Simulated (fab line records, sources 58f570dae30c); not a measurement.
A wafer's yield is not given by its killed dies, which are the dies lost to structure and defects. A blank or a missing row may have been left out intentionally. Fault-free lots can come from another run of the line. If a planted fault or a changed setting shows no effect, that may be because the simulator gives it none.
Comparing a struck lot with a sound one | flow berkeley-cmos170 | 14 out of 331 route steps
Sound: wafers L722.1, L722.4, L722.6. Wafers struck: L712.1, L712.2, L712.3. Last of all comes the cause.
Per side, at each step with rows, come the tool, then ch with its chambers, and then its first start. Under that, the readings that differ: sound wafers | struck wafers | difference of the means | sigmas: that difference in standard deviations of wafers without a fault.
alike: words and numbers the same on both sides, and readings whose means are apart by under 2 such deviations; not compared: readings that were withheld, readings missing a value for some wafer, numbers with overlapping values and no deviation given by the record, and bounds like >300 which may hide the same value.
A row with sigmas, a row that says differs or no value, or rows on one side alone: a step with any of these is where the two part. Numbers that have no deviation but don't overlap get no sigmas and don't part them. A reading missing from all wafers of one side parts the sides only when that side holds two or more wafers.

first, 5 steps without rows for these wafers: UCB170_WELLDRIVE_ANNEAL_03 (time 900 s); UCB170_WELLDRIVE_WET_ETCH_04 (etches SiO2 in BOE, time 120 s); UCB170_ACTIVE_CLEAN_00 (cleans in SPM, time 600 s); UCB170_ACTIVE_CLEAN_01 (cleans in dHF, time 60 s); UCB170_ACTIVE_OXIDATION_02 (target thk 26.4 nm, ox time 1260 s).
UCB170_ACTIVE_THK_MEAS_03:
  sound on film-metro-04, day 8 18:04; struck on film-metro-03, day 5 17:50
  reading               | sound          | struck         | difference | sigmas
  ACTIVE_OXIDE_THK (nm) | 25.3 25.0 25.5 | 26.7 26.9 27.0 | +1.6       | +3
then, 2 steps without rows for these wafers: UCB170_ACTIVE_ANNEAL_04 (time 900 s); UCB170_ACTIVE_CVD_05 (deposits Si3N4 from SiH2Cl2/NH3, target thk 220 nm, time 3300 s).
UCB170_ACTIVE_THK_MEAS_06:
  sound on film-metro-04, day 9 03:15; struck on film-metro-03, day 6 01:20
  alike: ACTIVE_NITRIDE_THK
then, 3 steps without rows for these wafers: UCB170_ACTIVE_HMDS_07 (prime time 60 s); UCB170_ACTIVE_COAT_08 (resist thk 900 nm); UCB170_ACTIVE_SOFTBAKE_09 (time 60 s).
UCB170_ACTIVE_EXPOSE_10: exposes mask ACTIVE, target cd 1200 nm.
  sound on krf-scanner-02 ch 0, day 9 04:29; struck on krf-scanner-02, day 6 01:50
  no value came back on the struck wafers for exposure-dose-mJ-cm2, focus-offset-nm (nm); on the sound wafers exposure-dose-mJ-cm2 reads 20.006 20.001 19.984
  alike: mask
after that, 1 step had no rows for these wafers: UCB170_ACTIVE_PEB_11.

== WHERE THEY PART ==
At UCB170_ACTIVE_THK_MEAS_03 first; at UCB170_ACTIVE_EXPOSE_10 last (within this record only).

WHY: what had been put in by the simulator
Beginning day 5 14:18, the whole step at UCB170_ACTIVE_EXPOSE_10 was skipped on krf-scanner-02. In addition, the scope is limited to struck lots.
